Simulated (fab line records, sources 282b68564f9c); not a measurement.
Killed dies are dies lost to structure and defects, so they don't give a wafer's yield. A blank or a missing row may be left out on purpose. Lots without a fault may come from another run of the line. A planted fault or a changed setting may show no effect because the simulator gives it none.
A struck lot beside a sound one | flow rit_cmos | 14 steps out of a route of 202
Sound: wafers L520.2, L520.5, L520.6. Struck: wafers L509.1, L509.2, L509.6. The cause comes at the end.
At each step with rows: each side's tool, then ch and its chambers, then its first start. Under that, the readings that differ: sound wafers | struck wafers | difference of the means | sigmas: that difference in standard deviations of wafers without a fault.
alike: readings whose means differ by less than 2 such deviations, and words and numbers that are the same on both sides. not compared: withheld readings, readings that some wafer has no value for, bounds like >300 that may hide the same value, and numbers for which the record gives no deviation and whose values overlap.
The two part at a step that has a row with sigmas, a row that says differs or no value, or rows on one side only. Numbers that don't overlap but have no deviation are shown without sigmas and don't part them. A reading that every wafer of one side lacks parts them only if that side has two wafers or more.

first, 1 step without rows for these wafers: RIT_ACTIVE_OXIDATION_01 (target thk 46.8 nm, ox time 3360 s).
RIT_ACTIVE_THK_MEAS_02:
  sound on film_metro-03, day 6 05:50; struck on film_metro-02, day 3 19:30
  alike: ACTIVE_OXIDE_THK
then, 1 step without rows for these wafers: RIT_ACTIVE_CVD_03 (deposits Si3N4 from SiH2Cl2/NH3, target thk 150 nm, time 1500 s).
RIT_ACTIVE_THK_MEAS_04:
  sound on film_metro-02, day 6 07:19; struck on film_metro-01, day 3 20:59
  alike: ACTIVE_NITRIDE_THK
then, 6 steps without rows for these wafers: RIT_ACTIVE_HMDS_05 (prime time 60 s); RIT_ACTIVE_COAT_06 (resist thk 1000 nm); RIT_ACTIVE_SOFTBAKE_07 (time 60 s); RIT_ACTIVE_EXPOSE_08 (exposes mask M1, target cd 1400 nm); RIT_ACTIVE_PEB_09; RIT_ACTIVE_DEVELOP_10 (develop time 50 s).
RIT_ACTIVE_CD_MEAS_11: target cd 1400 nm.
  sound on cd_sem-02, day 6 08:14; struck on cd_sem-01, day 3 21:53
  reading    | sound                | struck               | difference | sigmas
  cd_nm (nm) | 1396.2 1394.9 1397.0 | 1400.3 1402.5 1400.1 | +4.9       | +2
then, 1 step without rows for these wafers: RIT_ACTIVE_HARDBAKE_12 (time 60 s).
RIT_ACTIVE_ETCH_13: etches Si3N4 in SF6, stops on SiO2, time 210 s, target depth 210 nm.
  sound on rie_diel-03 ch 0,3, day 6 08:29; struck on rie_diel-01 ch 1,2,3, day 3 22:10
  reading                                       | sound             | struck            | difference | sigmas
  rf_fwd_power_W (W)                            | 124.4 124.0 124.1 | 174.8 175.3 174.4 | +50.7      | +99 or more
  model.NOVOLAK_of_ACTIVE_COAT_06.thk_nm (nm)   | 653.5 653.8 648.4 | 558.2 554.2 553.4 | -96.6      |
  model.SiO2_of_ACTIVE_OXIDATION_01.thk_nm (nm) | 44.61 44.11 44.54 | 0 0 0             | -44        |
  model.ACTIVE.feature_depth_nm (nm)            | 152 152.8 152.9   | 200.3 199.7 201.1 | +47.8      |
  alike: drypump_motor_current_A, oes_product_au, throttle_valve_pct
  not compared: rf_hours_counter_h
RIT_ACTIVE_STRIP_14: strips in O2, time 180 s.
  sound on plasma_asher-01 ch 0,1, day 6 08:37; struck on plasma_asher-01 ch 0,1, day 3 22:17
  alike: drypump_motor_current_A
  not compared: rf_hours_counter_h

WHERE THEY PART
First at RIT_ACTIVE_CD_MEAS_11; last, within this record, at RIT_ACTIVE_ETCH_13. Later steps at which nothing parts them and some readings are alike: RIT_ACTIVE_STRIP_14.

WHY: what the simulator had put in
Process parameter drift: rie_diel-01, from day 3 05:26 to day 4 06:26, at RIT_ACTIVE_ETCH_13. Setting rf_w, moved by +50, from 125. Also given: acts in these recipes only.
